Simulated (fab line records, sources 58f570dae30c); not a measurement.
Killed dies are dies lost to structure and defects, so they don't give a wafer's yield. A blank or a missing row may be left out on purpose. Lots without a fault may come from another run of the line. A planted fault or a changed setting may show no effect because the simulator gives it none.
fab line records | flow berkeley_cmos170
record lots=6 wafers=18 last_day=12
route steps=331 shown NVT@108 PVT@115
lots that met no fault: from a run of the same line without faults
start_h: hours from the record's first day to the start of the lot's first wafer shown | wait_h: hours since the lot's step before | " the same as in the row above | L1.1+2: a row that stands for several wafers | - no value, or no start given | * or withheld: withheld | < > ~ a bound
route shown NAME@n: a module of which the file shows steps, and the number in the route of the first | usual: mean/standard deviation of fault-free wafers | same: alike in all rows | chamber/n: place in a boat | sites: the reading at each site | _std_site: their standard deviation | _edge_site: outer sites' mean less inner sites' | radius_mm: how far each site lies from the wafer's centre | mask NAME#n: copy n | behind: the tool/chamber that last shaped the wafer | hold: why the lot was held/for how many hours/how that ended | device: the transistor (n, p or np) that didn't switch | end of line: the same wafers' tests at the end of the route | a step without rows: its recipe alone | killed: dies lost to structure and defects at the first sort, not the wafer's yield | map: a wafer's dies, x killed, . not, _ none there
set.NAME: the setting as run; set.NAME@STEP: as run at that earlier step | model.NAME: the simulator's own value behind a step, which no gauge read
lots at some steps of the route; a table a step, a row a wafer
services: from which hour (start_h, from the record's first day; less than 0 if before it) a tool's chamber was out of use, for how many hours, and why
## steps
# step UCB170_NVT_PEB_04
# recipe peb_temp_c=130 peb_time_s=withheld resist=KrF
# step UCB170_NVT_DEVELOP_05
# recipe developer=TMAH develop_time_s=45 resist=KrF dev_temp_c=21
# step UCB170_NVT_OVL_MEAS_06
# usual NVT_OVL=-5/6
# columns lot.wafer tool chamber start_h wait_h NVT_OVL[nm]
L622.1 overlay-01 - 124.61 - -3
L622.2 " - " " -14
L622.6 " - " " 0
L629.2 overlay-02 - 153.08 - 5
L629.4 " - " " 0
L629.6 " - " " 4
L632.1 overlay-02 - 167.85 - -4
L632.2 " - " " 6
L632.3 " - " " -8
L641.1 overlay-02 - 223.64 - 4
L641.5 " - " " -6
L641.6 " - " " -6
L643.2 overlay-01 - 238.56 - -3
L643.4 " - " " -1
L643.5 " - " " -8
L642.1 overlay-01 - 238.83 - 7
L642.2 " - " " 2
L642.4 " - " " 3
# step UCB170_NVT_IMPLANT_07
# recipe species=BF2 dose_cm2=3e+12 energy_kev=50 tilt_deg=7
# step UCB170_NVT_STRIP_08
# recipe chemistry=O2 power_w=400 pressure_mtorr=3500 platen_temp_c=withheld o2_flow_sccm=400 overash_fraction=0.5
# usual chamber_pressure_mTorr=3500/3.1 drypump_motor_current_A=5.7/0.44 oes_product_au=0.734/0.0043 strip_time_to_endpoint_s=21.66/0.065
# columns lot.wafer tool chamber start_h wait_h chamber_pressure_mTorr drypump_motor_current_A oes_product_au rf_hours_counter_h strip_time_to_endpoint_s
L622.1 plasma_asher-04 0 124.80 0.1 3499 5.6 0.736 36 21.70
L622.2 " 1 " " 3497 5.3 0.732 36 21.67
L622.6 " 0 " " 3499 5.6 0.735 - 21.64
L629.2 plasma_asher-01 1 153.26 0.1 3495 6.1 0.737 49 21.62
L629.4 " 1 " " 3498 6.1 0.737 - 21.62
L629.6 " 0 " " 3503 6.1 0.733 - 21.71
L632.1 plasma_asher-04 1 168.03 0.1 3500 5.3 0.732 41 21.59
L632.2 " 0 " " 3497 5.6 0.730 41 21.71
L632.3 " 1 " " 3498 5.3 0.733 - 21.69
L641.1 plasma_asher-04 0 223.83 0.1 3495 5.6 0.732 46 21.72
L641.5 " 1 " " 3497 5.4 0.733 - 21.78
L641.6 " 0 " " 3504 5.6 0.744 - 21.74
L643.2 plasma_asher-04 0 238.74 0.1 3498 5.5 0.740 47 21.57
L643.4 " 0 " " 3499 5.5 0.734 - 21.64
L643.5 " 0 " " 3506 5.5 0.737 - 21.70
L642.1 plasma_asher-03 0 239.01 0.1 3501 5.0 0.729 12 21.70
L642.2 " 1 " " 3499 6.2 0.736 12 21.62
L642.4 " 0 " " 3500 5.0 0.741 - 21.69
# step UCB170_NVT_TW_MEAS_09
# usual NVT_TW=530/4.4
# columns lot.wafer tool chamber start_h wait_h NVT_TW
L622.1 film_metro-01 - 124.96 0.1 535
L622.2 " - " " 536
L622.6 " - " " 536
L629.2 film_metro-01 - 153.37 0.1 536
L629.4 " - " " 535
L629.6 " - " " 536
L632.1 film_metro-02 - 168.13 0.1 529
L632.2 " - " " 526
L632.3 " - " " 527
L641.1 film_metro-02 - 223.93 0.1 526
L641.5 " - " " 524
L641.6 " - " " 523
L643.2 film_metro-01 - 238.85 0.1 533
L643.4 " - " " 535
L643.5 " - " " 532
L642.1 film_metro-02 - 239.11 0.1 523
L642.2 " - " " 523
L642.4 " - " " 524
# step UCB170_NVT_CLEAN_10
# recipe chemistry=SPM temp_c=120 time_s=600
# step UCB170_PVT_HMDS_00
# recipe prime_time_s=60 prime_temp_c=100
# step UCB170_PVT_COAT_01
# recipe resist=KrF spin_rpm=1500 resist_thk_nm=900
# step UCB170_PVT_SOFTBAKE_02
# recipe resist=KrF temp_c=130 time_s=60
# step UCB170_PVT_EXPOSE_03
# recipe mask_id=NWELL target_cd_nm=3000 na=0.5 sigma_outer=0.6 source_shape=conventional dose_mj=30
# step UCB170_PVT_PEB_04
# recipe peb_temp_c=130 peb_time_s=withheld resist=KrF
# step UCB170_PVT_DEVELOP_05
# recipe developer=TMAH develop_time_s=45 resist=KrF dev_temp_c=21
# usual developer_temp_C=20.99/0.11
# same develop_time_s=45
# columns lot.wafer tool chamber start_h wait_h developer_temp_C
L622.1 litho_track-01 0 126 - 20.95
L622.2 " 0 " " 20.96
L622.6 " 0 " " 20.89
L629.2 litho_track-01 0 154 - 20.99
L629.4 " 0 " " 21.01
L629.6 " 0 " " 21.07
L632.1 litho_track-04 0 171 - 21.16
L632.2 " 0 " " 21.03
L632.3 " 0 " " 21.06
L641.1 litho_track-01 0 224 - 20.80
L641.5 " 0 " " 20.90
L641.6 " 0 " " 20.85
L643.2 litho_track-04 0 240 - 18.84
L643.4 " 0 " " 18.85
L643.5 " 0 " " 18.98
L642.1 litho_track-04 0 240 - 18.90
L642.2 " 0 " " 18.95
L642.4 " 0 " " 18.87
# step UCB170_PVT_OVL_MEAS_06
# usual PVT_OVL=0/5.1
# columns lot.wafer tool chamber start_h wait_h PVT_OVL[nm]
L622.1 overlay-01 - 126.32 - 7
L622.2 " - " " -2
L622.6 " - " " -2
L629.2 overlay-02 - 154.87 - -4
L629.4 " - " " -5
L629.6 " - " " -4
L632.1 overlay-02 - 171.90 - -8
L632.2 " - " " 3
L632.3 " - " " 0
L641.1 overlay-01 - 225.00 - 1
L641.5 " - " " -4
L641.6 " - " " -4
L643.2 overlay-02 - 240.21 - 3
L643.4 " - " " -8
L643.5 " - " " 10
L642.1 overlay-02 - 240.76 - 0
L642.2 " - " " -6
L642.4 " - " " 4
## services
# columns tool chamber start_h hours kind
plasma_asher-03 - 108.75 9.0 pm
plasma_asher-03 0 108.75 9.0 vent_cycle
plasma_asher-03 1 108.75 9.0 vent_cycle
plasma_asher-01 - 116.88 0.9 repair
plasma_asher-03 0 117.75 - clean
plasma_asher-03 1 117.75 - clean
## key
first_sign step=UCB170_PVT_DEVELOP_05 reading=developer_temp_C direction=down sigmas=20 usual=* struck=*
effect none on later readings
met_at UCB170_PVT_DEVELOP_05
struck_wafers L642.1,L642.2,L642.4,L643.2,L643.4,L643.5
tester_left_out L642,L643
onset_between 171 240
fault kind=process_parameter_drift tool=litho_track-04 chamber=- onset_h=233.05 steps=UCB170_PVT_DEVELOP_05 channel=dev_temp_c offset=* shape=step end_h=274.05 acts_in=* stated=*
# tester_left_out: of these lots the tester's yield and bins aren't shown, on N5 and GAA mostly nor the transistor test; their killed dies are dies lost to structure and defects alone, not to doping, threshold or leakage, so they don't give the yield
